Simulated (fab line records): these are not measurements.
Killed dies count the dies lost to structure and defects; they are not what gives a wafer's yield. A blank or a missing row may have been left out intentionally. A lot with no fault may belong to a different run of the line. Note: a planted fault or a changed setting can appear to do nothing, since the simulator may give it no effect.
2 desks, one fault -- flow rit_cmos -- what lay behind the numbers comes last; until then each desk has only its own

## FROM THE METROLOGY DESK
Lot by lot, what the gauges showed, no matter which tool ran the lot: averages of those sampled wafers that carry a number. A lot is out of limits, marked OUT, if its mean lies more than 4 standard deviations from the usual mean; the brackets give that distance.
Columns: A = REOX_OXIDE_THK at RIT_REOX_THK_MEAS_04, usual 25.2 nm
lot,first seen here,A
L212,day 2 20:28,25.0
L217,day 3 23:19,26.3
L220,day 4 14:03,32.4 (+17) OUT
L221,day 4 21:55,32.8 (+18) OUT
L223,day 5 04:52,25.2
L225,day 5 11:43,25.0
L228,day 6 02:32,25.1
L229,day 6 07:29,24.9
L230,day 6 16:40,25.4
L232,day 7 01:37,25.8
L234,day 7 12:22,25.5
L235,day 7 14:55,25.3
This desk finds L220, L221 out of limits, with the earliest case on L220 at day 4 14:03 (REOX_OXIDE_THK at RIT_REOX_THK_MEAS_04). L212, L217, L223, L225, L228, L229, L230, L232, L234, L235 stayed within limits.

## AT THE TOOL OWNER'S DESK: furnace-04
The tool's own readings at RIT_REOX_OXIDATION_03 (target thk 25.2 nm, ox time 5580 s): means of the sampled wafers that have a number, for each lot that ran on this tool. A lot is out of limits, marked OUT, if its mean lies more than 4 standard deviations from the usual mean; the brackets give that distance.
Columns: A = ox_temp_c_max at RIT_REOX_OXIDATION_03, usual 903.5; B = spike_tc_source_C at RIT_REOX_OXIDATION_03, usual 923.9 C; C = zone_power_centre_pct at RIT_REOX_OXIDATION_03, usual 40.0 %
lot,first seen here,A,B,C
L220,day 4 11:29,902.8,924.7,38.7
L221,day 4 19:22,903.8,925.2,38.7
L234,day 7 09:49,903.1,923.8,38.1
L235,day 7 12:22,903.5,924.2,38.4
This desk's verdict: no lot among the 4 shows anything out of limits.

## TAKEN TOGETHER
Metrology desk: alarm possible at day 4 14:03 on L220, L221.
The desk of the tool owner found nothing out of limits.
On record at the tool owner's desk: L220, L221, within its limits.
Every lot named ran RIT_REOX_OXIDATION_03 on furnace-04.

## WHAT THE SIMULATOR HAD INSERTED
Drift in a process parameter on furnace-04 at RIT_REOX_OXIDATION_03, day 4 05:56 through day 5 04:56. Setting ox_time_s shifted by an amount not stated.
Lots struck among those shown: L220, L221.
Time in hours between the start of the fault and the first out-of-limits reading at each desk: metrology desk, 8.
